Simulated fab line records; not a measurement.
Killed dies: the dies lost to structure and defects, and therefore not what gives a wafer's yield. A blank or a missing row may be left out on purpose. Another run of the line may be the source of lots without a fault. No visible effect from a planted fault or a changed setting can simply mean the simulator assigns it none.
Split-lot trial | flow berkeleyCmos170 | 23 wafers read from 5 lots, route of 331 steps

## SPLIT DETAILS
At UCB170_M2_COAT_05 (resist thk 900 nm), the setting spinRpm was moved away from the recipe's 1500 rpm on 10 of the 23 wafers read, by -5.5% to +6.6%. The other wafers ran this setting at the recipe's value.

The reading is taken at the split's own step.

## THE READING
KrF_of_M2_COAT_05.thkNm (the simulator's own value, which no gauge read), in nm, at UCB170_M2_COAT_05 (resist thk 900 nm). There is no usual value for it anywhere in the file. Here, 13 wafers ran the recipe; their average is 901.2 nm with a standard deviation of 2.7 nm.

wafer  | tool, chamber at the split | spinRpm as run, rpm | against the recipe | KrF_of_M2_COAT_05.thkNm, nm | against lot-mates on the recipe
L077.1 | lithoTrack-03, 0           | 1454                | -3.1%              | 913.2                       | +12.4
L077.2 | lithoTrack-03, 0           | 1454                | -3.1%              | 914.5                       | +13.7
L077.3 | lithoTrack-03, 0           | 1500                | recipe             | 900.2                       | -
L077.4 | lithoTrack-03, 0           | 1500                | recipe             | 899.5                       | -
L077.6 | lithoTrack-03, 0           | 1500                | recipe             | 902.8                       | -
L076.2 | lithoTrack-03, 0           | 1418                | -5.5%              | 928.7                       | +27.1
L076.3 | lithoTrack-03, 0           | 1418                | -5.5%              | 926.4                       | +24.8
L076.4 | lithoTrack-03, 0           | 1500                | recipe             | 901.8                       | -
L076.5 | lithoTrack-03, 0           | 1500                | recipe             | 901.4                       | -
L076.6 | lithoTrack-03, 0           | 1418                | -5.5%              | 924.9                       | +23.3
L080.3 | lithoTrack-04, 0           | 1500                | recipe             | 904.5                       | -
L080.4 | lithoTrack-04, 0           | 1500                | recipe             | 904.8                       | -
L080.5 | lithoTrack-04, 0           | 1500                | recipe             | 904.1                       | -
L079.1 | lithoTrack-03, 0           | 1437                | -4.2%              | 920.8                       | +19.0
L079.3 | lithoTrack-03, 0           | 1500                | recipe             | 903.3                       | -
L079.4 | lithoTrack-03, 0           | 1500                | recipe             | 900.2                       | -
L079.5 | lithoTrack-03, 0           | 1437                | -4.2%              | 923                         | +21.2
L079.6 | lithoTrack-03, 0           | 1437                | -4.2%              | 922.6                       | +20.9
L085.1 | lithoTrack-03, 0           | 1500                | recipe             | 900.7                       | -
L085.2 | lithoTrack-03, 0           | 1599                | +6.6%              | 867.9                       | -29.9
L085.4 | lithoTrack-03, 0           | 1599                | +6.6%              | 870.5                       | -27.3
L085.5 | lithoTrack-03, 0           | 1500                | recipe             | 896.5                       | -
L085.6 | lithoTrack-03, 0           | 1500                | recipe             | 896.2                       | -

FIT RESULTS
A straight line over all 23 wafers: KrF_of_M2_COAT_05.thkNm changes by -4.77 nm for each +1% of spinRpm; r = -0.99; the points scatter about the line by 2.4 nm.
The same after taking each lot's own level away (the mean of its wafers on the recipe; 23 wafers): -4.5 nm for each +1%; r = -0.99; scatter 1.5 nm.
According to that fit, moving spinRpm by its largest amount changes the reading by 30 nm.
From 897.80 to 904.47 nm: that is the span of the lots' own levels, equal to 2.5 times the standard deviation above.
The two slopes are in agreement: the lot-to-lot level therefore moves the slope only a little.
Check: for one of the wafers moved furthest among these (+6.6%), held out of the fit, the line's prediction against its lot-mates is -29.3 nm. It came out at -29.9 nm against them.

## THESE WAFERS: OTHER SPLITS
Before the reading, these wafers also passed through other splits. Each is held against what the fit with the lots' levels taken away leaves over:
other split on the same wafers     | wafers away from the commonest value | r with KrF_of_M2_COAT_05.thkNm (lot level and that fit taken away)
UCB170_NSD_PEB_04 pebTempC         | 6                                    | +0.17
UCB170_SILICIDE_SPUTTER_01 powerW  | 6                                    | +0.19
UCB170_CONTACT_COAT_10 resistThkNm | 10                                   | -0.09
UCB170_CONTACT_EXPOSE_12 doseMj    | 8                                    | -0.07
UCB170_M1_COAT_04 resistThkNm      | 11                                   | -0.41
UCB170_V1_PEB_10 pebTempC          | 10                                   | +0.32

## THE WHOLE CHAIN: every reading that the file lists as answering this split, in the file's order
step               | what it does      | reading                                                                  | change (the file's fit)              | r (the file's)
UCB170_M2_COAT_05  | resist thk 900 nm | KrF_of_M2_COAT_05.thkNm (the simulator's own value, which no gauge read) | -4.49 nm for each +1% of the setting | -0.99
UCB170_M2_STRIP_07 | strips in O2      | stripTimeToEndpointS                                                     | withheld for each +1% of the setting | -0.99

## THE FILE'S OWN FIT
KrF_of_M2_COAT_05.thkNm changes by -4.49 nm for each +1% of spinRpm, r = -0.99.
